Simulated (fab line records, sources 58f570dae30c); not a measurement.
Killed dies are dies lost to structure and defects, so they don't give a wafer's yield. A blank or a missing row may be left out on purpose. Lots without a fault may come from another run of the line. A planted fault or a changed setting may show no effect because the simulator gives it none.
fab line records | flow berkeley_cmos170
record lots=7 wafers=21 last_day=12
route steps=331 shown PLDD@150 NLDD@158
lots that met no fault: from a run of the same line without faults
start_h: hours from the record's first day to the start of the lot's first wafer shown | wait_h: hours since the lot's step before | " the same as in the row above | L1.1+2: a row that stands for several wafers | - no value, or no start given | * or withheld: withheld | < > ~ a bound
route shown NAME@n: a module of which the file shows steps, and the number in the route of the first | usual: mean/standard deviation of fault-free wafers | same: alike in all rows | chamber/n: place in a boat | sites: the reading at each site | _std_site: their standard deviation | _edge_site: outer sites' mean less inner sites' | radius_mm: how far each site lies from the wafer's centre | mask NAME#n: copy n | behind: the tool/chamber that last shaped the wafer | hold: why the lot was held/for how many hours/how that ended | device: the transistor (n, p or np) that didn't switch | end of line: the same wafers' tests at the end of the route | a step without rows: its recipe alone | killed: dies lost to structure and defects at the first sort, not the wafer's yield | map: a wafer's dies, x killed, . not, _ none there
set.NAME: the setting as run; set.NAME@STEP: as run at that earlier step | model.NAME: the simulator's own value behind a step, which no gauge read
lots at some steps of the route; a table a step, a row a wafer
services: from which hour (start_h, from the record's first day; less than 0 if before it) a tool's chamber was out of use, for how many hours, and why
## steps
# step UCB170_PLDD_DEVELOP_05
# recipe developer=TMAH develop_time_s=45 resist=KrF dev_temp_c=21
# step UCB170_PLDD_CD_MEAS_06
# recipe target_cd_nm=1200
# usual cd_nm=1200.2/1.6
# columns lot.wafer tool chamber start_h wait_h cd_nm
L710.1 cd_sem-02 - 129.48 - 1200.9
L710.4 " - " " 1203.5
L710.5 " - " " 1200.9
L717.1 cd_sem-02 - 155.19 - 1201.2
L717.4 " - " " 1199.8
L717.5 " - " " 1200.7
L716.3 cd_sem-01 - 155.47 - 1200.0
L716.5 " - " " 1200.0
L716.6 " - " " 1199.6
L718.1 cd_sem-01 - 169.26 - 1199.8
L718.4 " - " " 1200.1
L718.5 " - " " 1199.9
L728.1 cd_sem-01 - 222.05 - 1197.1
L728.5 " - " " 1197.3
L728.6 " - " " 1196.9
L729.1 cd_sem-01 - 242.75 - 1202.3
L729.3 " - " " 1202.9
L729.6 " - " " 1202.0
L733.3 cd_sem-01 - 247.07 - 1197.5
L733.4 " - " " 1199.6
L733.5 " - " " 1196.9
# step UCB170_PLDD_OVL_MEAS_07
# usual PLDD_OVL=-2/5.7
# columns lot.wafer tool chamber start_h wait_h PLDD_OVL[nm]
L710.1 overlay-01 - 129.60 0.1 -1
L710.4 " - " " 1
L710.5 " - " " 7
L717.1 overlay-02 - 155.31 0.1 3
L717.4 " - " " 7
L717.5 " - " " -4
L716.3 overlay-01 - 155.56 0.1 1
L716.5 " - " " 2
L716.6 " - " " 1
L718.1 overlay-01 - 169.38 0.1 1
L718.4 " - " " -4
L718.5 " - " " 3
L728.1 overlay-02 - 222.17 0.1 -1
L728.5 " - " " 0
L728.6 " - " " -5
L729.1 overlay-02 - 242.87 0.1 -13
L729.3 " - " " -8
L729.6 " - " " -16
L733.3 overlay-01 - 247.16 0.1 -6
L733.4 " - " " -6
L733.5 " - " " -8
# step UCB170_PLDD_IMPLANT_08
# recipe species=BF2 dose_cm2=5e+13 energy_kev=10 tilt_deg=7 rotation_deg=0
# step UCB170_PLDD_IMPLANT_09
# recipe species=BF2 dose_cm2=5e+13 energy_kev=10 tilt_deg=7 rotation_deg=180
# step UCB170_PLDD_STRIP_10
# recipe chemistry=O2 power_w=400 pressure_mtorr=3500 platen_temp_c=withheld o2_flow_sccm=400 overash_fraction=0.5
# usual drypump_motor_current_A=5.77/0.24 oes_product_au=0.735/0.0043 strip_time_to_endpoint_s=21.94/0.064
# columns lot.wafer tool chamber start_h wait_h drypump_motor_current_A oes_product_au rf_hours_counter_h strip_time_to_endpoint_s
L710.1 plasma_asher-03 0 129.93 0.1 6.08 0.740 33 21.89
L710.4 " 1 " " 6.03 0.736 - 21.85
L710.5 " 0 " " 6.09 0.734 - 21.82
L717.1 plasma_asher-02 1 155.64 0.1 5.57 0.730 5 21.88
L717.4 " 0 " " 5.90 0.722 - 21.92
L717.5 " 0 " " 5.92 0.736 - 21.87
L716.3 plasma_asher-01 0 155.92 0.1 5.46 0.724 - 21.85
L716.5 " 0 " " 5.47 0.737 - 21.91
L716.6 " 1 " " 5.62 0.739 - 21.91
L718.1 plasma_asher-01 1 169.71 0.1 5.63 0.740 47 21.83
L718.4 " 0 " " 5.46 0.728 - 21.86
L718.5 " 0 " " 5.47 0.734 - 21.91
L728.1 plasma_asher-03 0 222.51 0.1 6.06 0.735 43 21.78
L728.5 " 0 " " 6.07 0.734 - 21.83
L728.6 " 1 " " 6.06 0.734 - 21.83
L729.1 plasma_asher-03 1 243.21 0.1 6.06 0.742 46 21.90
L729.3 " 1 " " 6.04 0.726 - 21.91
L729.6 " 0 " " 6.08 0.731 - 21.91
L733.3 plasma_asher-03 1 247.52 0.1 6.06 0.734 - 21.97
L733.4 " 0 " " 6.07 0.742 - 21.99
L733.5 " 1 " " 6.06 0.742 - 21.94
# step UCB170_PLDD_TW_MEAS_11
# usual PLDD_TW=1013/4.7
# columns lot.wafer tool chamber start_h wait_h PLDD_TW
L710.1 film_metro-03 - 130.03 0.1 1013
L710.4 " - " " 1015
L710.5 " - " " 1014
L717.1 film_metro-04 - 155.74 0.1 1006
L717.4 " - " " 1016
L717.5 " - " " 1007
L716.3 film_metro-04 - 156.00 0.1 1007
L716.5 " - " " 1008
L716.6 " - " " 1005
L718.1 film_metro-01 - 169.81 0.1 1014
L718.4 " - " " 1016
L718.5 " - " " 1013
L728.1 film_metro-01 - 222.61 0.1 1014
L728.5 " - " " 1016
L728.6 " - " " 1017
L729.1 film_metro-04 - 243.31 0.1 1010
L729.3 " - " " 1012
L729.6 " - " " 1012
L733.3 film_metro-04 - 247.60 0.1 1012
L733.4 " - " " 1016
L733.5 " - " " 1014
# step UCB170_PLDD_CLEAN_12
# recipe chemistry=SPM temp_c=120 time_s=600
# step UCB170_NLDD_HMDS_00
# recipe prime_time_s=60 prime_temp_c=100
# step UCB170_NLDD_COAT_01
# recipe resist=KrF spin_rpm=1500 resist_thk_nm=900
# step UCB170_NLDD_SOFTBAKE_02
# recipe resist=KrF temp_c=130 time_s=60
# step UCB170_NLDD_EXPOSE_03
# recipe mask_id=NSELECT na=0.5 sigma_outer=0.6 source_shape=conventional target_cd_nm=1200 dose_mj=30
# step UCB170_NLDD_PEB_04
# recipe peb_temp_c=130 peb_time_s=withheld resist=KrF
# usual chill_plate_temp_C=22.97/0.12 exhaust_pa=44.9/0.99
# columns lot.wafer tool chamber start_h wait_h chill_plate_temp_C exhaust_pa
L710.1 litho_track-02 0 131.66 0.4 22.93 45.4
L710.4 " 0 " " 23.09 44.0
L710.5 " 0 " " 23.01 44.2
L717.1 litho_track-01 - 157.16 0.5 - -
L717.4 " - " " - -
L717.5 " - " " - -
L716.3 litho_track-02 - 157.28 0.3 - -
L716.5 " - " " - -
L716.6 " - " " - -
L718.1 litho_track-02 - 170.90 0.1 - -
L718.4 " - " " - -
L718.5 " - " " - -
L728.1 litho_track-02 0 223.97 0.1 23.05 45.4
L728.5 " 0 " " 23.06 46.9
L728.6 " 0 " " 22.92 46.7
L729.1 litho_track-02 0 244.27 0.3 22.97 45.1
L729.3 " 0 " " 22.95 44.7
L729.6 " 0 " " 23.22 43.6
L733.3 litho_track-02 0 248.78 0.3 22.93 43.1
L733.4 " 0 " " 22.85 44.4
L733.5 " 0 " " 22.97 42.5
# step UCB170_NLDD_DEVELOP_05
# recipe developer=TMAH develop_time_s=45 resist=KrF dev_temp_c=21
## services
# columns tool chamber start_h hours kind
plasma_asher-02 - 108.75 9.0 pm
plasma_asher-02 0 108.75 9.0 vent_cycle
plasma_asher-02 1 108.75 9.0 vent_cycle
plasma_asher-02 0 117.75 - clean
plasma_asher-02 1 117.75 - clean
plasma_asher-01 - 126.05 2.8 pm
plasma_asher-01 - 141.20 1.2 repair
plasma_asher-03 - 242.82 0.3 repair
## key
first_sign step=UCB170_NLDD_PEB_04 reading=tool_record direction=missing
effect none on later readings
met_at UCB170_NLDD_PEB_04
struck_wafers L716.3,L716.5,L716.6,L717.1,L717.4,L717.5,L718.1,L718.4,L718.5
sort_left_out L716.3,L716.5,L716.6,L717.1,L717.4,L717.5,L718.1,L718.4,L718.5
tester_left_out L716,L717,L718
onset_between 131.66 157.16
fault kind=skipped_step_whole tool=litho_track-01,litho_track-02 chamber=- onset_h=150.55 steps=UCB170_NLDD_PEB_04 scope=struck_lots_only
# tester_left_out: of these lots the tester's yield and bins aren't shown, on N5 and GAA mostly nor the transistor test; their killed dies are dies lost to structure and defects alone, not to doping, threshold or leakage, so they don't give the yield
# sort_left_out: the simulated sort isn't trusted on such a fault, so these wafers' sort isn't shown, and their yield isn't known
